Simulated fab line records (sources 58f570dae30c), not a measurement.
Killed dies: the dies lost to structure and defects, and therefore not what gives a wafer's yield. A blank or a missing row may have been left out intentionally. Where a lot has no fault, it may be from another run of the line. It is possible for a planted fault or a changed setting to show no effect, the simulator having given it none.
fab line records | flow berkeleyCmos170
record: lots: 5 wafers: 23
route steps=331 shown PWELL@39 ACTIVE@62 SCREENOX@101 NVT@111 PLDD@154 NLDD@162 PSD@183
startH: hours from the record's opening day to when the first of the lot's shown wafers began | waitH: how many hours have passed since the lot's step before this one | " unchanged from the row above | L1.1+2: a single row standing in for several wafers | - no value present, or no start provided | * or withheld: withheld | < > ~ a bound
route shown NAME@n: names a module that has steps shown in the file, with the first one's number in the route | usual: average and standard deviation across the fault-free wafers | same: alike in all rows | chamber/n: place in a boat | sites: the reading at each site | _std_site: how widely they spread, as a standard deviation | _edge_site: outer sites' mean less inner sites' | radiusMm: how far each site lies from the wafer's centre | mask NAME#n: copy n | behind: tool/chamber where the wafer was last shaped | hold: cause of the lot's hold/its duration in hours/its outcome | device: the n, p or np transistor that did not switch | end of line: the same wafers' tests at the end of the route | a step with no rows: only its recipe | killed: the dies lost at the first sort to structure and to defects; this is not the yield of the wafer | map: shows each die of a wafer: x if killed, . if not, _ if none is there
set.NAME: setting as actually run; set.NAME@STEP: the setting as run at that earlier step | model.NAME: the simulator's own value behind a step, which no gauge read
lots run with intentionally changed settings; tables by step, rows by wafer
== steps ==
step: UCB170_PWELL_CVD_05
recipe: material: Si3N4 targetThkNm: 220 tempC: 800 precursor: SiH2Cl2/NH3 timeS: 3300 pressureMtorr: 200 sih2cl2FlowSccm: 25 nh3FlowSccm: 75
columns lot.wafer tool chamber startH waitH set.tempC model.Si3N4_of_PWELL_CVD_05.thkNm
L075.1 - - - 1.3 820.6 317.3
L075.2 " - " " 820.6 317.9
L075.3 " - " " 820.6 316.1
L075.4 " - " " 820.6 317
L075.5 " - " " 820.6 317.6
L076.1 - - - 0.0 822.2 324.7
L076.2 " - " " 822.2 325.1
L076.3 " - " " 822.2 323.9
L076.4 " - " " 822.2 324
L076.6 " - " " 822.2 326.2
L078.2 lpcvd-02 0 67.21 0.0 800 220.4
L078.4 " 0 " " 800 221.2
L078.5 " 0 " " 800 218
L079.1 - - - 0.0 789.1 177.4
L079.2 " - " " 789.1 177.9
L079.4 " - " " 789.1 179.6
L079.5 " - " " 789.1 179.9
L079.6 " - " " 789.1 179.8
L082.1 - - - 0.0 820.7 315.7
L082.2 " - " " 820.7 314.8
L082.3 " - " " 820.7 315
L082.4 " - " " 820.7 315.9
L082.6 " - " " 820.7 316
step: UCB170_PWELL_THK_MEAS_06
recipe: reads: Si3N4_of_PWELL_CVD_05
usual: PWELL_NITRIDE_THK: 219.3/1.6
columns lot.wafer tool chamber startH waitH set.tempC@PWELL_CVD_05 PWELL_NITRIDE_THK[nm]
L075.1 filmMetro-01 - - - 820.6 317.2
L075.2 " - " " 820.6 318.0
L075.3 " - " " 820.6 316.0
L075.4 " - " " 820.6 316.9
L075.5 " - " " 820.6 317.8
L076.1 filmMetro-03 - - - 822.2 324.5
L076.2 " - " " 822.2 324.9
L076.3 " - " " 822.2 324.0
L076.4 " - " " 822.2 323.8
L076.6 " - " " 822.2 325.9
L079.1 filmMetro-01 - - - 789.1 177.4
L079.2 " - " " 789.1 178.0
L079.4 " - " " 789.1 179.6
L079.5 " - " " 789.1 179.8
L079.6 " - " " 789.1 179.8
L078.2 filmMetro-02 - 69.13 0.0 800 220.4
L078.4 " - " " 800 221.1
L078.5 " - " " 800 218.1
L082.1 filmMetro-03 - - - 820.7 315.7
L082.2 " - " " 820.7 314.6
L082.3 " - " " 820.7 315.1
L082.4 " - " " 820.7 315.7
L082.6 " - " " 820.7 315.8
step: UCB170_PWELL_IMPLANT_15
recipe: species: B doseCm2: 5e+12 energyKev: 60 tiltDeg: 7
columns lot.wafer tool chamber startH waitH set.energyKev model.implant.rpNm model.implant.drpNm
L075.1+3+4 implanter-03 0 53.29 0.1 60 191.1 64.7
L075.2+5 " 0 " " 58.04 185.4 63.56
L076.1+3+4 implanter-03 0 60.28 0.1 60 187.5 64.7
L076.2+6 " 0 " " 61.55 192.9 65.57
L079.1+2+4 implanter-02 0 71.13 0.1 56.5 178.3 62.65
L079.5+6 " 0 " " 60 188.4 64.7
L078.2+4+5 implanter-03 0 71.39 0.1 60 191.1 64.7
L082.1+6 implanter-02 0 89.63 0.1 61.53 200.3 65.56
L082.2+3+4 " 0 " " 60 194.7 64.7
step: UCB170_ACTIVE_OXIDATION_02
recipe: tempC: 1000 ambient: O2 targetThkA: 264 oxTimeS: 1260
columns lot.wafer tool chamber startH waitH set.tempC model.SiO2_of_ACTIVE_OXIDATION_02.thkNm
L075.1 - - - 1.5 1014 29.86
L075.2 " - " " 1014 29.85
L075.3 " - " " 1014 29.73
L075.4 " - " " 1014 29.81
L075.5 " - " " 1014 30.18
L076.1 - - - 5.6 1026 33.03
L076.2 " - " " 1026 33.04
L076.3 " - " " 1026 33.32
L076.4 " - " " 1026 33
L076.6 " - " " 1026 33.47
L078.2 furnace-03 0 96.72 0.0 1000 26.18
L078.4 " 0 " " 1000 26.64
L078.5 " 0 " " 1000 26.22
L079.1 - - - 0.0 1021 32.32
L079.2 " - " " 1021 31.94
L079.4 " - " " 1021 31.99
L079.5 " - " " 1021 31.68
L079.6 " - " " 1021 32.45
L082.1 - - - 0.0 974.7 20.17
L082.2 " - " " 974.7 20.12
L082.3 " - " " 974.7 20.18
L082.4 " - " " 974.7 19.94
L082.6 " - " " 974.7 20.79
step: UCB170_ACTIVE_THK_MEAS_03
recipe: reads: SiO2_of_ACTIVE_OXIDATION_02
usual: ACTIVE_OXIDE_THK: 26.4/0.39
columns lot.wafer tool chamber startH waitH set.tempC@ACTIVE_OXIDATION_02 ACTIVE_OXIDE_THK[nm]
L075.1 filmMetro-02 - - - 1014 29.8
L075.2 " - " " 1014 29.9
L075.3 " - " " 1014 29.8
L075.4 " - " " 1014 29.8
L075.5 " - " " 1014 30.2
L076.1 filmMetro-02 - - - 1026 33.0
L076.2 " - " " 1026 33.0
L076.3 " - " " 1026 33.3
L076.4 " - " " 1026 33.0
L076.6 " - " " 1026 33.4
L079.1 filmMetro-04 - - - 1021 32.4
L079.2 " - " " 1021 32.0
L079.4 " - " " 1021 32.0
L079.5 " - " " 1021 31.7
L079.6 " - " " 1021 32.5
L078.2 filmMetro-01 - 98.08 0.0 1000 26.2
L078.4 " - " " 1000 26.7
L078.5 " - " " 1000 26.2
L082.1 filmMetro-04 - - - 974.7 20.2
L082.2 " - " " 974.7 20.1
L082.3 " - " " 974.7 20.2
L082.4 " - " " 974.7 19.9
L082.6 " - " " 974.7 20.8
step: UCB170_ACTIVE_EXPOSE_10
recipe: maskId: ACTIVE targetCdNm: 1200 na: 0.5 sigmaOuter: 0.6 sourceShape: conventional doseMj: 20
columns lot.wafer tool chamber startH waitH mask set.doseMj
L075.1+5 krfScanner-01 0 78.26 0.5 ACTIVE#0 20
L075.2+3+4 " 0 " " ACTIVE#0 20.51
L076.1+4 krfScanner-01 0 91.99 0.1 ACTIVE#0 19.3
L076.2+3+6 " 0 " " ACTIVE#0 20
L079.1+2+4+5+6 krfScanner-02 0 103.85 0.1 ACTIVE#0 20
L078.2+4+5 krfScanner-02 0 103.98 0.2 ACTIVE#0 20
L082.1+2+3 krfScanner-01 0 121.42 0.3 ACTIVE#0 21.19
L082.4+6 " 0 " " ACTIVE#0 20
step: UCB170_ACTIVE_PEB_11
recipe: pebTempC: 130 pebTimeS: withheld resist: KrF
step: UCB170_ACTIVE_DEVELOP_12
recipe: developer: TMAH developTimeS: 45 resist: KrF devTempC: 21
step: UCB170_ACTIVE_CD_MEAS_13
recipe: targetCdNm: 1200
usual: cdNm: 1199.4/1.7
columns lot.wafer tool chamber startH waitH set.doseMj@ACTIVE_EXPOSE_10 cdNm
L075.1 cdSem-01 - 78.69 - 20 1200.8
L075.2 " - " " 20.51 1193.8
L075.3 " - " " 20.51 1195.0
L075.4 " - " " 20.51 1194.8
L075.5 " - " " 20 1198.5
L076.1 cdSem-02 - 92.38 - 19.3 1204.0
L076.2 " - " " 20 1198.0
L076.3 " - " " 20 1197.8
L076.4 " - " " 19.3 1204.9
L076.6 " - " " 20 1198.2
L079.1 cdSem-01 - 104.43 - 20 1196.3
L079.2 " - " " 20 1197.6
L079.4 " - " " 20 1197.4
L079.5 " - " " 20 1198.2
L079.6 " - " " 20 1197.6
L078.2 cdSem-02 - 104.59 - 20 1200.7
L078.4 " - " " 20 1201.8
L078.5 " - " " 20 1202.4
L082.1 cdSem-02 - 122.00 - 21.19 1188.9
L082.2 " - " " 21.19 1190.3
L082.3 " - " " 21.19 1190.8
L082.4 " - " " 20 1199.7
L082.6 " - " " 20 1199.6
step: UCB170_ACTIVE_ETCH_15
recipe: chemistry: CH3F/Ar/O2 target: Si3N4 stopOn: SiO2 CH3F_flow_sccm: 20 Ar_flow_sccm: 50 O2_flow_sccm: 7 pressureMtorr: 50 rfW: 450 targetDepthA: 2420 overEtchFrac: 0.1 timeS: 151
columns lot.wafer tool chamber startH waitH set.doseMj@ACTIVE_EXPOSE_10 model.ACTIVE.cdNm
L075.1 rieDiel-02 0 78.84 0.0 20 1200
L075.2 " 3 " " 20.51 1194
L075.3+4 " 1,2 " " 20.51 1195
L075.5 " 1 " " 20 1199
L076.1 rieDiel-03 1 92.54 0.0 19.3 1204
L076.2 " 2 " " 20 -
L076.3+6 " 3,0 " " 20 1198
L076.4 " 0 " " 19.3 1205
L079.1 rieDiel-02 1 104.59 0.0 20 1196
L079.2+4 " 0,3 " " 20 1197
L079.5 " 1 " " 20 1198
L079.6 " 2 " " 20 -
L078.2 rieDiel-03 3 104.73 0.0 20 1201
L078.4 " 2 " " 20 1202
L078.5 " 2 " " 20 1203
L082.1 rieDiel-01 2 122.15 0.0 21.19 1189
L082.2 " 3 " " 21.19 1190
L082.3 " 1 " " 21.19 1191
L082.4 " 0 " " 20 1200
L082.6 " 2 " " 20 1199
step: UCB170_ACTIVE_STRIP_16
recipe: chemistry: O2 powerW: 400 pressureMtorr: 3500 platenTempC: withheld o2FlowSccm: 400 overashFraction: 0.5
step: UCB170_ACTIVE_CD_MEAS_90
recipe: targetCdNm: 1200
usual: cdNm: 1199.4/1.7
columns lot.wafer tool chamber startH waitH set.doseMj@ACTIVE_EXPOSE_10 cdNm
L075.1 cdSem-01 - 79.04 0.1 20 1200.0
L075.2 " - " " 20.51 1194.1
L075.3 " - " " 20.51 1194.8
L075.4 " - " " 20.51 1194.7
L075.5 " - " " 20 1198.5
L076.1 cdSem-02 - 92.74 0.1 19.3 1204.5
L076.2 " - " " 20 1198.3
L076.3 " - " " 20 1197.8
L076.4 " - " " 19.3 1205.0
L076.6 " - " " 20 1198.2
L079.1 cdSem-01 - 104.79 0.1 20 1195.9
L079.2 " - " " 20 1197.1
L079.4 " - " " 20 1196.8
L079.5 " - " " 20 1198.9
L079.6 " - " " 20 1197.9
L078.2 cdSem-02 - 104.99 0.1 20 1200.6
L078.4 " - " " 20 1201.4
L078.5 " - " " 20 1202.7
L082.1 cdSem-01 - 122.37 0.1 21.19 1188.5
L082.2 " - " " 21.19 1190.2
L082.3 " - " " 21.19 1190.5
L082.4 " - " " 20 1199.6
L082.6 " - " " 20 1199.3
step: UCB170_SCREENOX_OXIDATION_01
recipe: tempC: 900 ambient: O2 targetThkA: 144 oxTimeS: 2400
columns lot.wafer tool chamber startH waitH set.tempC model.SiO2_of_SCREENOX_OXIDATION_01.thkNm
L075.1 - - - 1.2 874 11.24
L075.2 " - " " 874 10.91
L075.3+4 " - " " 874 11.1
L075.5 " - " " 874 11.12
L076.1 - - - 0.9 923 18.07
L076.2 " - " " 923 18.25
L076.3 " - " " 923 18.14
L076.4 " - " " 923 18.38
L076.6 " - " " 923 18.2
L078.2 furnace-04 0 124.32 2.0 900 14.36
L078.4 " 0 " " 900 14.31
L078.5 " 0 " " 900 14.37
L079.1 - - - 2.0 926.5 19.05
L079.2 " - " " 926.5 19.14
L079.4 " - " " 926.5 19.29
L079.5 " - " " 926.5 18.83
L079.6 " - " " 926.5 18.94
L082.1 - - - 2.6 900 14.25
L082.2 " - " " 900 14.44
L082.3 " - " " 900 14.34
L082.4 " - " " 900 14.33
L082.6 " - " " 900 14.27
step: UCB170_SCREENOX_THK_MEAS_02
recipe: reads: SiO2_of_SCREENOX_OXIDATION_01
usual: SCREENOX_OXIDE_THK: 14.3/0.31
columns lot.wafer tool chamber startH waitH set.tempC@SCREENOX_OXIDATION_01 SCREENOX_OXIDE_THK[nm]
L075.1 filmMetro-02 - - - 874 11.2
L075.2 " - " " 874 10.9
L075.3 " - " " 874 11.2
L075.4 " - " " 874 11.1
L075.5 " - " " 874 11.1
L076.1 filmMetro-04 - - - 923 18.1
L076.2 " - " " 923 18.3
L076.3 " - " " 923 18.1
L076.4 " - " " 923 18.4
L076.6 " - " " 923 18.2
L079.1 filmMetro-04 - - - 926.5 19.0
L079.2 " - " " 926.5 19.2
L079.4 " - " " 926.5 19.2
L079.5 " - " " 926.5 18.8
L079.6 " - " " 926.5 19.0
L078.2 filmMetro-02 - 126.00 0.0 900 14.4
L078.4 " - " " 900 14.3
L078.5 " - " " 900 14.4
L082.1 filmMetro-04 - - - 900 14.3
L082.2 " - " " 900 14.4
L082.3 " - " " 900 14.3
L082.4 " - " " 900 14.3
L082.6 " - " " 900 14.2
step: UCB170_NVT_IMPLANT_07
recipe: species: BF2 doseCm2: 3e+12 energyKev: 50 tiltDeg: 7
columns lot.wafer tool chamber startH waitH set.doseCm2
L075.1+4+5 implanter-03 0 107.89 0.0 3.183e+12
L075.2+3 " 0 " " 3e+12
L076.1+2+4 implanter-03 0 116.73 0.0 2.815e+12
L076.3+6 " 0 " " 3e+12
L078.2+4+5 implanter-01 0 131.75 0.0 3e+12
L079.1+5+6 implanter-03 0 131.84 0.0 3e+12
L079.2+4 " 0 " " 3.183e+12
L082.1+3+4 implanter-03 0 152.07 0.0 3e+12
L082.2+6 " 0 " " 3.099e+12
step: UCB170_NVT_STRIP_08
recipe: chemistry: O2 powerW: 400 pressureMtorr: 3500 platenTempC: withheld o2FlowSccm: 400 overashFraction: 0.5
step: UCB170_NVT_TW_MEAS_09
usual: NVT_TW: 526/4.4
columns lot.wafer tool chamber startH waitH set.doseCm2@NVT_IMPLANT_07 NVT_TW
L075.1 filmMetro-04 - 108.14 0.1 3.183e+12 534
L075.2 " - " " 3e+12 527
L075.3 " - " " 3e+12 526
L075.4 " - " " 3.183e+12 539
L075.5 " - " " 3.183e+12 538
L076.1 filmMetro-02 - 116.98 0.1 2.815e+12 515
L076.2 " - " " 2.815e+12 511
L076.3 " - " " 3e+12 523
L076.4 " - " " 2.815e+12 511
L076.6 " - " " 3e+12 522
L078.2 filmMetro-04 - 131.98 0.1 3e+12 525
L078.4 " - " " 3e+12 527
L078.5 " - " " 3e+12 528
L079.1 filmMetro-04 - 132.09 0.1 3e+12 527
L079.2 " - " " 3.183e+12 532
L079.4 " - " " 3.183e+12 535
L079.5 " - " " 3e+12 524
L079.6 " - " " 3e+12 524
L082.1 filmMetro-03 - 152.32 0.1 3e+12 528
L082.2 " - " " 3.099e+12 534
L082.3 " - " " 3e+12 531
L082.4 " - " " 3e+12 529
L082.6 " - " " 3.099e+12 534
step: UCB170_PLDD_IMPLANT_09
recipe: species: BF2 doseCm2: 5e+13 energyKev: 10 tiltDeg: 7 rotationDeg: 180
columns lot.wafer tool chamber startH waitH set.doseCm2
L075.1+2 implanter-02 0 121.53 0.1 5e+13
L075.3+4+5 " 0 " " 4.651e+13
L076.1+4 implanter-02 0 132.99 0.1 5e+13
L076.2+3+6 " 0 " " 4.784e+13
L079.1+2 implanter-02 0 144.00 0.1 5e+13
L079.4+5+6 " 0 " " 4.863e+13
L078.2+4+5 implanter-03 0 144.27 0.1 5e+13
L082.1+2+3+4+6 implanter-03 0 166.45 0.1 5e+13
step: UCB170_NLDD_PEB_04
recipe: pebTempC: 130 pebTimeS: withheld resist: KrF
columns lot.wafer tool chamber startH waitH set.pebTempC
L075.1+3+5 lithoTrack-02 0 125.13 0.1 130
L075.2+4 " 0 " " 132
L076.1+6 lithoTrack-01 0 134.27 0.1 130
L076.2+3+4 " 0 " " 128.3
L079.1+2+6 lithoTrack-01 0 145.79 0.5 126.9
L079.4+5 " 0 " " 130
L078.2+4+5 lithoTrack-04 0 146.29 0.6 130
L082.1+6 lithoTrack-02 0 167.63 0.1 130
L082.2+3+4 " 0 " " 132.9
step: UCB170_NLDD_DEVELOP_05
recipe: developer: TMAH developTimeS: 45 resist: KrF devTempC: 21
step: UCB170_NLDD_CD_MEAS_06
recipe: targetCdNm: 1200
usual: cdNm: 1200.0/1
columns lot.wafer tool chamber startH waitH set.pebTempC@NLDD_PEB_04 cdNm
L075.1 cdSem-01 - 125.41 - 130 1198.4
L075.2 " - " " 132 1210.9
L075.3 " - " " 130 1199.7
L075.4 " - " " 132 1210.8
L075.5 " - " " 130 1198.9
L076.1 cdSem-01 - 134.54 - 130 1200.1
L076.2 " - " " 128.3 1189.2
L076.3 " - " " 128.3 1188.7
L076.4 " - " " 128.3 1187.8
L076.6 " - " " 130 1201.1
L079.1 cdSem-01 - 146.07 - 126.9 1176.1
L079.2 " - " " 126.9 1175.2
L079.4 " - " " 130 1199.3
L079.5 " - " " 130 1200.0
L079.6 " - " " 126.9 1175.2
L078.2 cdSem-01 - 146.56 - 130 1199.3
L078.4 " - " " 130 1199.6
L078.5 " - " " 130 1199.9
L082.1 cdSem-02 - 167.90 - 130 1199.7
L082.2 " - " " 132.9 1215.7
L082.3 " - " " 132.9 1217.0
L082.4 " - " " 132.9 1217.7
L082.6 " - " " 130 1200.9
step: UCB170_PSD_IMPLANT_08
recipe: species: B doseCm2: 3e+15 energyKev: 20 tiltDeg: 7
columns lot.wafer tool chamber startH waitH set.energyKev model.implant.rpNm model.implant.drpNm
L075.1+4+5 implanter-03 0 130.48 0.0 19 64.29 27.34
L075.2+3 " 0 " " 20 67.63 28.34
L076.1+2+3+4+6 implanter-03 0 141.81 0.0 20 64.47 28.34
L079.1+4+6 implanter-02 0 152.31 0.0 20 65.66 28.34
L079.2+5 " 0 " " 21.14 69.36 29.64
L078.2+4+5 implanter-01 0 155.95 0.0 20 65.43 28.34
L082.1+2 implanter-01 0 175.47 0.0 20.67 68.21 29.06
L082.3+4+6 " 0 " " 20 66.02 28.34
step: UCB170_PSD_STRIP_09
recipe: chemistry: O2 powerW: 400 pressureMtorr: 3500 platenTempC: withheld o2FlowSccm: 400 overashFraction: 0.5
usual: stripTimeToEndpointS: 29.37/0.065
columns lot.wafer tool chamber startH waitH set.energyKev@PSD_IMPLANT_08 stripTimeToEndpointS
L075.1 plasmaAsher-04 1 130.63 0.1 19 28.89
L075.2 " 0 " " 20 29.29
L075.3 " 1 " " 20 29.24
L075.4 " 0 " " 19 28.86
L075.5 " 1 " " 19 28.80
L076.1 plasmaAsher-02 1 141.96 0.1 20 29.35
L076.2 " 0 " " 20 29.31
L076.3 " 0 " " 20 29.35
L076.4 " 1 " " 20 29.43
L076.6 " 1 " " 20 29.41
L079.1 plasmaAsher-02 0 152.46 0.1 20 29.36
L079.2 " 1 " " 21.14 29.84
L079.4 " 0 " " 20 29.40
L079.5 " 0 " " 21.14 29.91
L079.6 " 1 " " 20 29.35
L078.2 plasmaAsher-04 0 156.08 0.1 20 29.33
L078.4 " 1 " " 20 29.30
L078.5 " 0 " " 20 29.30
L082.1 plasmaAsher-02 0 175.62 0.1 20.67 29.56
L082.2 " 1 " " 20.67 29.53
L082.3 " 0 " " 20 29.32
L082.4 " 1 " " 20 29.34
L082.6 " 1 " " 20 29.27
== key ==
split: step: UCB170_PWELL_CVD_05 setting: tempC stated: 800 by: lot
response: step: UCB170_PWELL_CVD_05 reading: model.Si3N4_of_PWELL_CVD_05.thkNm change: +35.4 per: 1% r: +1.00
response: step: UCB170_PWELL_THK_MEAS_06 reading: PWELL_NITRIDE_THK change: +35.4 per: 1% r: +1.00
split: step: UCB170_PWELL_IMPLANT_15 setting: energyKev stated: 60 by: wafer
response: step: UCB170_PWELL_IMPLANT_15 reading: model.implant.rpNm change: +1.83 per: 1% r: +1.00
response: step: UCB170_PWELL_IMPLANT_15 reading: model.implant.drpNm change: +0.348 per: 1% r: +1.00
split: step: UCB170_ACTIVE_OXIDATION_02 setting: tempC stated: 1000 by: lot
response: step: UCB170_ACTIVE_OXIDATION_02 reading: model.SiO2_of_ACTIVE_OXIDATION_02.thkNm change: +2.53 per: 1% r: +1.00
response: step: UCB170_ACTIVE_THK_MEAS_03 reading: ACTIVE_OXIDE_THK change: +2.53 per: 1% r: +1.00
split: step: UCB170_ACTIVE_EXPOSE_10 setting: doseMj stated: 20 by: wafer
response: step: UCB170_ACTIVE_CD_MEAS_13 reading: cdNm change: -1.72 per: 1% r: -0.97
response: step: UCB170_ACTIVE_ETCH_15 reading: model.ACTIVE.cdNm change: -1.72 per: 1% r: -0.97
response: step: UCB170_ACTIVE_CD_MEAS_90 reading: cdNm change: -1.71 per: 1% r: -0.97
split: step: UCB170_SCREENOX_OXIDATION_01 setting: tempC stated: 900 by: lot
response: step: UCB170_SCREENOX_OXIDATION_01 reading: model.SiO2_of_SCREENOX_OXIDATION_01.thkNm change: +1.36 per: 1% r: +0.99
response: step: UCB170_SCREENOX_THK_MEAS_02 reading: SCREENOX_OXIDE_THK change: +1.36 per: 1% r: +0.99
split: step: UCB170_NVT_IMPLANT_07 setting: doseCm2 stated: 3e+12 by: wafer
response: step: UCB170_NVT_TW_MEAS_09 reading: NVT_TW change: +1.51 per: 1% r: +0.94
split: step: UCB170_PLDD_IMPLANT_09 setting: doseCm2 stated: 5e+13 by: wafer
response none in this file
split: step: UCB170_NLDD_PEB_04 setting: pebTempC stated: 130 by: wafer
response: step: UCB170_NLDD_CD_MEAS_06 reading: cdNm change: +8.7 per: 1% r: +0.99
split: step: UCB170_PSD_IMPLANT_08 setting: energyKev stated: 20 by: wafer
response: step: UCB170_PSD_IMPLANT_08 reading: model.implant.rpNm change: +0.657 per: 1% r: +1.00
response: step: UCB170_PSD_IMPLANT_08 reading: model.implant.drpNm change: +0.216 per: 1% r: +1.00
response: step: UCB170_PSD_STRIP_09 reading: stripTimeToEndpointS change: * per: 1% r: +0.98
